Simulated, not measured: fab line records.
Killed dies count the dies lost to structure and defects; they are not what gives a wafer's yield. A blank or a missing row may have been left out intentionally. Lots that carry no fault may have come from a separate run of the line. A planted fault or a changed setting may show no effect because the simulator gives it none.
A single fault, viewed from 2 desks    flow ritCmos    what lay behind the numbers comes last; until then each desk has only its own

== FOR THE TOOL OWNER'S DESK: lpcvd-02 ==
The tool's own readings at RIT_SPACER_CVD_03 (deposits Si3N4 from SiH2Cl2/NH3, target thk 250 nm, time 3300 s): means of the sampled wafers that have a number, for each lot that ran on this tool. The brackets show how far a lot's mean lies from the usual mean; more than 4 standard deviations puts the lot out of limits, marked OUT.
Columns: A = susceptorTempC at RIT_SPACER_CVD_03, usual 810.0 C; B = zonePowerCentrePct at RIT_SPACER_CVD_03, usual 37.6 %
lot   first seen here  A      B
L482  day 2 21:52      810.0  36.1
L485  day 3 13:29      809.9  36.1
L486  day 3 22:58      810.4  35.7
L487  day 4 00:53      809.9  35.4
L488  day 4 02:50      809.8  35.2
L490  day 4 16:58      809.7  36.0
L491  day 4 22:12      810.3  35.6
L492  day 5 05:57      810.5  35.7
L494  day 5 18:44      809.9  36.0
Result from this desk: across the 9 lots, nothing is out of limits.

== AT THE METROLOGY DESK ==
Means of the sampled wafers that have a number, per lot and without regard to the tool the lot ran on: this is what the gauges read. The brackets show how far a lot's mean lies from the usual mean; more than 4 standard deviations puts the lot out of limits, marked OUT.
Columns: A = PRETRO_TW at RIT_PRETRO_TW_MEAS_10, usual 477; B = PLDD_OVL at RIT_PLDD_OVL_MEAS_06, usual 0.7 nm; C = SPACER_NITRIDE_THK at RIT_SPACER_THK_MEAS_04, usual 249.4 nm
lot   first seen here  A    B     C
L482  day 2 09:01      475  0.8   247.7
L483  day 2 13:43      473  0.8   251.9
L484  day 2 19:45      476  -0.2  253.2
L485  day 2 23:32      482  1.4   248.0
L486  day 3 06:25      480  2.4   248.2
L487  day 3 11:10      475  0.7   250.4
L488  day 3 15:16      476  -1.7  251.1
L489  day 3 20:22      478  3.0   244.3
L490  day 4 03:28      477  1.6   245.0
L491  day 4 08:05      478  1.6   232.2 (-6.9) OUT
L492  day 4 13:05      475  0.9   228.3 (-8.4) OUT
L494  day 4 21:34      477  -0.5  227.6 (-8.7) OUT
L500  day 6 03:08      477  0.9   249.2
L501  day 6 11:02      475  1.7   251.0
L505  day 7 07:19      474  -2.1  251.3
This desk's finding: out of limits on L491, L492, L494; first on L491, day 5 00:07 (SPACER_NITRIDE_THK at RIT_SPACER_THK_MEAS_04). L482, L483, L484, L485, L486, L487, L488, L489, L490, L500, L501, L505 stayed within limits.

== BROUGHT TOGETHER ==
L491, L492, L494 would have let the metrology desk raise an alarm at day 5 00:07.
The desk of the tool owner found nothing out of limits.
On record at the tool owner's desk: L491, L492, L494, within its limits.
The lots listed all ran RIT_SPACER_CVD_03 on lpcvd-02.

== WHAT WAS PUT IN BY THE SIMULATOR ==
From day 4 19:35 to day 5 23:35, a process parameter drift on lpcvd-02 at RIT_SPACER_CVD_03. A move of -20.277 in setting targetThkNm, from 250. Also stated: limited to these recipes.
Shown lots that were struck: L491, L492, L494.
Hours from the fault's start to each desk's first reading out of limits: the metrology desk, 5.
